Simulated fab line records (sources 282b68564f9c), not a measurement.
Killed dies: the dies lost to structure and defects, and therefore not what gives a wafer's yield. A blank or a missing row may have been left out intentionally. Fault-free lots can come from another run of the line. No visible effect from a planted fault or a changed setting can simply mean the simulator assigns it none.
The tool behind it: which one? || flow rit cmos || Sampling: 14 lots, 42 wafers, 5 of 202 route steps

## WHAT THE GAUGES READ, wafer by wafer
RIT_REOX_THK_MEAS_04. Usual: for REOX_OXIDE_THK the level is 25.1 nm and the standard deviation is 0.49.
{"lot": "L919", "measured": "day 2 22:32", "on": "film metro-03", "REOX_OXIDE_THK (nm)": "25.6 25.9 25.7", "flag": ""}
{"lot": "L920", "measured": "day 3 03:35", "on": "film metro-02", "REOX_OXIDE_THK (nm)": "24.5 24.3 24.4", "flag": ""}
{"lot": "L921", "measured": "day 3 08:41", "on": "film metro-04", "REOX_OXIDE_THK (nm)": "25.3 25.5 25.3", "flag": ""}
{"lot": "L922", "measured": "day 3 13:06", "on": "film metro-03", "REOX_OXIDE_THK (nm)": "25.4 25.4 25.5", "flag": ""}
{"lot": "L923", "measured": "day 3 17:12", "on": "film metro-03", "REOX_OXIDE_THK (nm)": "36.3 36.7 36.4", "flag": "OFF"}
{"lot": "L924", "measured": "day 3 21:57", "on": "film metro-02", "REOX_OXIDE_THK (nm)": "36.2 35.9 36.0", "flag": "OFF"}
{"lot": "L925", "measured": "day 4 04:29", "on": "film metro-04", "REOX_OXIDE_THK (nm)": "24.6 24.6 24.6", "flag": ""}
{"lot": "L932", "measured": "day 5 16:16", "on": "film metro-03", "REOX_OXIDE_THK (nm)": "24.9 25.2 24.9", "flag": ""}
{"lot": "L933", "measured": "day 5 20:13", "on": "film metro-02", "REOX_OXIDE_THK (nm)": "26.5 26.3 25.9", "flag": ""}
{"lot": "L937", "measured": "day 6 16:17", "on": "film metro-04", "REOX_OXIDE_THK (nm)": "25.1 24.9 25.2", "flag": ""}
{"lot": "L938", "measured": "day 6 20:11", "on": "film metro-02", "REOX_OXIDE_THK (nm)": "25.4 25.3 25.4", "flag": ""}
{"lot": "L939", "measured": "day 7 03:12", "on": "film metro-04", "REOX_OXIDE_THK (nm)": "25.6 25.4 25.4", "flag": ""}
{"lot": "L940", "measured": "day 7 05:45", "on": "film metro-04", "REOX_OXIDE_THK (nm)": "24.1 24.5 24.2", "flag": ""}
{"lot": "L941", "measured": "day 7 11:54", "on": "film metro-03", "REOX_OXIDE_THK (nm)": "25.6 25.1 24.9", "flag": ""}

RIT_PLDD_TW_MEAS_10. Usual: for PLDD_TW the level is 2336 and the standard deviation is 14.
{"lot": "L919", "measured": "day 3 01:32", "on": "film metro-01", "PLDD_TW": "2339 2351 2359", "flag": ""}
{"lot": "L920", "measured": "day 3 06:53", "on": "film metro-02", "PLDD_TW": "2340 2333 2343", "flag": ""}
{"lot": "L921", "measured": "day 3 11:40", "on": "film metro-02", "PLDD_TW": "2329 2328 2341", "flag": ""}
{"lot": "L922", "measured": "day 3 16:11", "on": "film metro-01", "PLDD_TW": "2353 2339 2357", "flag": ""}
{"lot": "L923", "measured": "day 3 20:22", "on": "film metro-01", "PLDD_TW": "2345 2338 2352", "flag": ""}
{"lot": "L924", "measured": "day 4 01:09", "on": "film metro-01", "PLDD_TW": "2360 2342 2346", "flag": ""}
{"lot": "L925", "measured": "day 4 07:44", "on": "film metro-04", "PLDD_TW": "2314 2313 2302", "flag": ""}
{"lot": "L932", "measured": "day 5 19:22", "on": "film metro-04", "PLDD_TW": "2347 2338 2342", "flag": ""}
{"lot": "L933", "measured": "day 5 23:11", "on": "film metro-02", "PLDD_TW": "2332 2355 2342", "flag": ""}
{"lot": "L937", "measured": "day 6 19:28", "on": "film metro-04", "PLDD_TW": "2313 2314 2321", "flag": ""}
{"lot": "L938", "measured": "day 6 23:02", "on": "film metro-04", "PLDD_TW": "2319 2314 2311", "flag": ""}
{"lot": "L939", "measured": "day 7 06:10", "on": "film metro-04", "PLDD_TW": "2343 2319 2329", "flag": ""}
{"lot": "L940", "measured": "day 7 08:54", "on": "film metro-04", "PLDD_TW": "2335 2326 2328", "flag": ""}
{"lot": "L941", "measured": "day 7 14:52", "on": "film metro-01", "PLDD_TW": "2336 2347 2322", "flag": ""}

## TOOL THAT RAN EACH LOT (tool first, then ch and the chambers of the sampled wafers, then the start)
{"lot": "L919", "RIT_NRETRO_STRIP_09": "plasma asher-03 ch 0,1, day 2 10:14", "RIT_REOX_OXIDATION_03": "furnace-03 ch 0, day 2 19:59", "RIT_NLDD_STRIP_09": "plasma asher-04 ch 0,1, day 2 23:49"}
{"lot": "L920", "RIT_NRETRO_STRIP_09": "plasma asher-03 ch 0,1, day 2 17:22", "RIT_REOX_OXIDATION_03": "furnace-01 ch 0, day 3 01:02", "RIT_NLDD_STRIP_09": "plasma asher-02 ch 0,1, day 3 04:57"}
{"lot": "L921", "RIT_NRETRO_STRIP_09": "plasma asher-02 ch 0,1, day 2 22:39", "RIT_REOX_OXIDATION_03": "furnace-01 ch 0, day 3 06:08", "RIT_NLDD_STRIP_09": "plasma asher-04 ch 0,1, day 3 09:56"}
{"lot": "L922", "RIT_NRETRO_STRIP_09": "plasma asher-02 ch 0,1, day 3 03:05", "RIT_REOX_OXIDATION_03": "furnace-02 ch 0, day 3 10:32", "RIT_NLDD_STRIP_09": "plasma asher-02 ch 0,1, day 3 14:28"}
{"lot": "L923", "RIT_NRETRO_STRIP_09": "plasma asher-01 ch 0,1, day 3 07:19", "RIT_REOX_OXIDATION_03": "furnace-02 ch 0, day 3 14:39", "RIT_NLDD_STRIP_09": "plasma asher-02 ch 0,1, day 3 18:32"}
{"lot": "L924", "RIT_NRETRO_STRIP_09": "plasma asher-02 ch 0,1, day 3 11:15", "RIT_REOX_OXIDATION_03": "furnace-02 ch 0, day 3 19:23", "RIT_NLDD_STRIP_09": "plasma asher-02 ch 1, day 3 23:19"}
{"lot": "L925", "RIT_NRETRO_STRIP_09": "plasma asher-03 ch 0,1, day 3 17:26", "RIT_REOX_OXIDATION_03": "furnace-01 ch 0, day 4 01:55", "RIT_NLDD_STRIP_09": "plasma asher-02 ch 0,1, day 4 06:01"}
{"lot": "L932", "RIT_NRETRO_STRIP_09": "plasma asher-01 ch 0,1, day 5 06:14", "RIT_REOX_OXIDATION_03": "furnace-03 ch 0, day 5 13:41", "RIT_NLDD_STRIP_09": "plasma asher-03 ch 0,1, day 5 17:40"}
{"lot": "L933", "RIT_NRETRO_STRIP_09": "plasma asher-01 ch 1, day 5 09:19", "RIT_REOX_OXIDATION_03": "furnace-01 ch 0, day 5 17:40", "RIT_NLDD_STRIP_09": "plasma asher-02 ch 0,1, day 5 21:35"}
{"lot": "L937", "RIT_NRETRO_STRIP_09": "plasma asher-01 ch 0,1, day 6 05:20", "RIT_REOX_OXIDATION_03": "furnace-03 ch 0, day 6 13:44", "RIT_NLDD_STRIP_09": "plasma asher-04 ch 0,1, day 6 17:52"}
{"lot": "L938", "RIT_NRETRO_STRIP_09": "plasma asher-03 ch 0, day 6 09:15", "RIT_REOX_OXIDATION_03": "furnace-02 ch 0, day 6 17:38", "RIT_NLDD_STRIP_09": "plasma asher-03 ch 1, day 6 21:25"}
{"lot": "L939", "RIT_NRETRO_STRIP_09": "plasma asher-01 ch 0,1, day 6 16:55", "RIT_REOX_OXIDATION_03": "furnace-03 ch 0, day 7 00:39", "RIT_NLDD_STRIP_09": "plasma asher-03 ch 0,1, day 7 04:34"}
{"lot": "L940", "RIT_NRETRO_STRIP_09": "plasma asher-02 ch 0,1, day 6 19:19", "RIT_REOX_OXIDATION_03": "furnace-03 ch 0, day 7 03:12", "RIT_NLDD_STRIP_09": "plasma asher-04 ch 0,1, day 7 07:11"}
{"lot": "L941", "RIT_NRETRO_STRIP_09": "plasma asher-03 ch 0,1, day 7 01:46", "RIT_REOX_OXIDATION_03": "furnace-02 ch 0, day 7 09:19", "RIT_NLDD_STRIP_09": "plasma asher-04 ch 0,1, day 7 13:11"}
- RIT_NRETRO_STRIP_09: strips in O2, time 180 s.
- RIT_REOX_OXIDATION_03: target thk 25.2 nm, ox time 5580 s.
- RIT_NLDD_STRIP_09: strips in O2, time 180 s.

## AS READ BY THE TOOLS THEMSELVES (means over the sampled wafers that have a number; for cases with no such wafer, the mark the record gives instead)
RIT_NRETRO_STRIP_09. Usual: drypump motor current A reads 5.3 A (standard deviation 0.48).
{"lot": "L919", "tool": "plasma asher-03", "drypump motor current A (A)": 5.5, "flag": ""}
{"lot": "L920", "tool": "plasma asher-03", "drypump motor current A (A)": 5.1, "flag": ""}
{"lot": "L921", "tool": "plasma asher-02", "drypump motor current A (A)": 5.4, "flag": ""}
{"lot": "L922", "tool": "plasma asher-02", "drypump motor current A (A)": 5.4, "flag": ""}
{"lot": "L923", "tool": "plasma asher-01", "drypump motor current A (A)": 5.4, "flag": ""}
{"lot": "L924", "tool": "plasma asher-02", "drypump motor current A (A)": 5.0, "flag": ""}
{"lot": "L925", "tool": "plasma asher-03", "drypump motor current A (A)": 5.5, "flag": ""}
{"lot": "L932", "tool": "plasma asher-01", "drypump motor current A (A)": 5.4, "flag": ""}
{"lot": "L933", "tool": "plasma asher-01", "drypump motor current A (A)": 5.5, "flag": ""}
{"lot": "L937", "tool": "plasma asher-01", "drypump motor current A (A)": 5.4, "flag": ""}
{"lot": "L938", "tool": "plasma asher-03", "drypump motor current A (A)": 4.7, "flag": ""}
{"lot": "L939", "tool": "plasma asher-01", "drypump motor current A (A)": 5.5, "flag": ""}
{"lot": "L940", "tool": "plasma asher-02", "drypump motor current A (A)": 5.4, "flag": ""}
{"lot": "L941", "tool": "plasma asher-03", "drypump motor current A (A)": 5.5, "flag": ""}

RIT_REOX_OXIDATION_03. Usual: spike tc centre C 902.3 C, standard deviation 1.1; spike tc load C 926.2 C, standard deviation 1.1; spike tc source C 921.2 C, standard deviation 1.7; tube center temp C 900.02 C, standard deviation 0.09; tube_center_temp_C_max 902.3, standard deviation 0.41.
{"lot": "L919", "tool": "furnace-03", "spike tc centre C (C)": 902.9, "spike tc load C (C)": 926.9, "spike tc source C (C)": 920.2, "tube center temp C (C)": 900.05, "tube_center_temp_C_max": 902.0, "flag": ""}
{"lot": "L920", "tool": "furnace-01", "spike tc centre C (C)": 901.5, "spike tc load C (C)": 925.1, "spike tc source C (C)": 919.9, "tube center temp C (C)": 899.99, "tube_center_temp_C_max": 902.7, "flag": ""}
{"lot": "L921", "tool": "furnace-01", "spike tc centre C (C)": 901.7, "spike tc load C (C)": 924.9, "spike tc source C (C)": 920.3, "tube center temp C (C)": 899.92, "tube_center_temp_C_max": 902.3, "flag": ""}
{"lot": "L922", "tool": "furnace-02", "spike tc centre C (C)": 903.3, "spike tc load C (C)": 926.4, "spike tc source C (C)": 922.4, "tube center temp C (C)": 899.99, "tube_center_temp_C_max": 902.4, "flag": ""}
{"lot": "L923", "tool": "furnace-02", "spike tc centre C (C)": 937.1, "spike tc load C (C)": 960.6, "spike tc source C (C)": 958.7, "tube center temp C (C)": 935.20, "tube_center_temp_C_max": 937.4, "flag": "OFF"}
{"lot": "L924", "tool": "furnace-02", "spike tc centre C (C)": 937.0, "spike tc load C (C)": 961.8, "spike tc source C (C)": 959.1, "tube center temp C (C)": 935.17, "tube_center_temp_C_max": 937.8, "flag": "OFF"}
{"lot": "L925", "tool": "furnace-01", "spike tc centre C (C)": 901.9, "spike tc load C (C)": 925.8, "spike tc source C (C)": 920.9, "tube center temp C (C)": 900.00, "tube_center_temp_C_max": 902.4, "flag": ""}
{"lot": "L932", "tool": "furnace-03", "spike tc centre C (C)": 903.5, "spike tc load C (C)": 927.4, "spike tc source C (C)": 920.6, "tube center temp C (C)": 899.98, "tube_center_temp_C_max": 902.4, "flag": ""}
{"lot": "L933", "tool": "furnace-01", "spike tc centre C (C)": 903.2, "spike tc load C (C)": 926.7, "spike tc source C (C)": 920.5, "tube center temp C (C)": 900.05, "tube_center_temp_C_max": 902.4, "flag": ""}
{"lot": "L937", "tool": "furnace-03", "spike tc centre C (C)": 902.7, "spike tc load C (C)": 926.2, "spike tc source C (C)": 920.0, "tube center temp C (C)": 900.03, "tube_center_temp_C_max": 903.0, "flag": ""}
{"lot": "L938", "tool": "furnace-02", "spike tc centre C (C)": 902.6, "spike tc load C (C)": 926.4, "spike tc source C (C)": 924.4, "tube center temp C (C)": 899.97, "tube_center_temp_C_max": 902.4, "flag": ""}
{"lot": "L939", "tool": "furnace-03", "spike tc centre C (C)": 902.0, "spike tc load C (C)": 926.8, "spike tc source C (C)": 919.5, "tube center temp C (C)": 900.14, "tube_center_temp_C_max": 902.5, "flag": ""}
{"lot": "L940", "tool": "furnace-03", "spike tc centre C (C)": 902.0, "spike tc load C (C)": 926.8, "spike tc source C (C)": 920.5, "tube center temp C (C)": 899.99, "tube_center_temp_C_max": 902.6, "flag": ""}
{"lot": "L941", "tool": "furnace-02", "spike tc centre C (C)": 901.6, "spike tc load C (C)": 925.1, "spike tc source C (C)": 924.4, "tube center temp C (C)": 900.05, "tube_center_temp_C_max": 902.7, "flag": ""}

RIT_NLDD_STRIP_09. Usual: drypump motor current A reads 5.4 A (standard deviation 0.48).
{"lot": "L919", "tool": "plasma asher-04", "drypump motor current A (A)": 5.6, "flag": ""}
{"lot": "L920", "tool": "plasma asher-02", "drypump motor current A (A)": 5.4, "flag": ""}
{"lot": "L921", "tool": "plasma asher-04", "drypump motor current A (A)": 5.6, "flag": ""}
{"lot": "L922", "tool": "plasma asher-02", "drypump motor current A (A)": 5.0, "flag": ""}
{"lot": "L923", "tool": "plasma asher-02", "drypump motor current A (A)": 5.0, "flag": ""}
{"lot": "L924", "tool": "plasma asher-02", "drypump motor current A (A)": 4.7, "flag": ""}
{"lot": "L925", "tool": "plasma asher-02", "drypump motor current A (A)": 5.4, "flag": ""}
{"lot": "L932", "tool": "plasma asher-03", "drypump motor current A (A)": 5.2, "flag": ""}
{"lot": "L933", "tool": "plasma asher-02", "drypump motor current A (A)": 5.4, "flag": ""}
{"lot": "L937", "tool": "plasma asher-04", "drypump motor current A (A)": 5.7, "flag": ""}
{"lot": "L938", "tool": "plasma asher-03", "drypump motor current A (A)": 5.9, "flag": ""}
{"lot": "L939", "tool": "plasma asher-03", "drypump motor current A (A)": 5.1, "flag": ""}
{"lot": "L940", "tool": "plasma asher-04", "drypump motor current A (A)": 5.7, "flag": ""}
{"lot": "L941", "tool": "plasma asher-04", "drypump motor current A (A)": 5.7, "flag": ""}

## THE ANSWER, worked out from the rows above alone
Rule: lot off if the mean of its wafers having a number is beyond 3 standard deviations from the usual mean. Also off: a lot with no number at a reading for which 4 or more lots have one. Any other lot the step has rows for is counted as sound. The gauges are gone through in route order, then the tools' own readings, and for those a lot's mean is taken as printed above. At the first step where some lot is off, the reading lying furthest off is the one used; lots without a number count as furthest.
Off: L923, L924, seen at RIT_REOX_THK_MEAS_04 (REOX_OXIDE_THK).
If a tool, at a process step before that reading, ran all the lots that are off and no sound lot after the first of them, it fits. Not tried: the gauges at RIT_REOX_THK_MEAS_04; whatever is off there is also off at RIT_REOX_OXIDATION_03, on other tools, and gauge error can't account for it. No candidate that was tried fits.

## WHAT THE SIMULATOR HAD INSERTED
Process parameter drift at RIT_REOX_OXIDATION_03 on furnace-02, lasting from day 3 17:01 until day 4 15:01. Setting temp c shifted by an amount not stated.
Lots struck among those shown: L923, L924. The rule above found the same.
